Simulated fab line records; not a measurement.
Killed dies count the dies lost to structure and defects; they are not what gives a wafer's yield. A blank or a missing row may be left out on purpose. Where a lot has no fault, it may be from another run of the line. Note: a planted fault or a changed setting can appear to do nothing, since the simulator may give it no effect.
The same fault as seen by 2 desks ; flow rit cmos ; every desk sees just its own numbers, and what lay behind them comes last

== FOR THE TOOL OWNER'S DESK: lpcvd-02 ==
The tool's own readings at RIT_SPACER_CVD_03 (deposits Si3N4 from SiH2Cl2/NH3, target thk 250 nm, time 3300 s): means of the sampled wafers that have a number, for each lot that ran on this tool. Marked OUT: a lot whose mean sits more than 4 standard deviations from the usual mean, which makes it out of limits; the brackets give that distance.
Columns: A = sih2cl2 flow sccm at RIT_SPACER_CVD_03, usual 59.98 sccm
lot;first seen here;A
L444;day 2 23:41;59.85
L445;day 3 02:22;59.97
L447;day 3 15:11;89.99 (+99 or more) OUT
L448;day 3 17:32;90.20 (+99 or more) OUT
L463;day 6 23:49;59.95
L465;day 7 06:52;60.08
L466;day 7 12:22;60.16
This desk's finding: out of limits on L447, L448; first on L447, day 3 15:11 (sih2cl2 flow sccm at RIT_SPACER_CVD_03). Within limits: L444, L445, L463, L465, L466.

== FROM THE METROLOGY DESK ==
What the gauges read for every lot (on any tool): the sampled wafers with a number, averaged. Marked OUT: a lot whose mean sits more than 4 standard deviations from the usual mean, which makes it out of limits; the brackets give that distance.
Columns: A = SPACER_NITRIDE_THK at RIT_SPACER_THK_MEAS_04, usual 245.4 nm
lot;first seen here;A
L444;day 3 01:37;246.3
L445;day 3 04:17;246.4
L447;day 3 17:08;279.8 (+16) OUT
L448;day 3 19:28;277.9 (+15) OUT
L451;day 4 10:49;245.7
L460;day 6 06:37;246.1
L462;day 6 18:22;246.0
L463;day 7 01:43;244.0
L464;day 7 07:29;240.6
L465;day 7 08:48;243.2
L466;day 7 14:17;246.5
L467;day 7 22:42;242.8
Finding of this desk: L447, L448 out of limits, first seen on L447 at day 3 17:08 (SPACER_NITRIDE_THK at RIT_SPACER_THK_MEAS_04). Within limits: L444, L445, L451, L460, L462, L463, L464, L465, L466, L467.

== TAKEN TOGETHER ==
At day 3 15:11, on L447, L448, the tool owner's desk was in a position to raise an alarm.
At day 3 17:08 the metrology desk could have sounded an alarm, on L447, L448.
Every lot named ran RIT_SPACER_CVD_03 on lpcvd-02.

== WHAT THE SIMULATOR HAD PUT IN ==
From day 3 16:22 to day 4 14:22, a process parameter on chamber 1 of lpcvd-02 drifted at RIT_SPACER_CVD_03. Setting sih2cl2 flow sccm shifted by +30 from 60. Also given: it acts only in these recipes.
Struck lots among those shown: L447, L448.
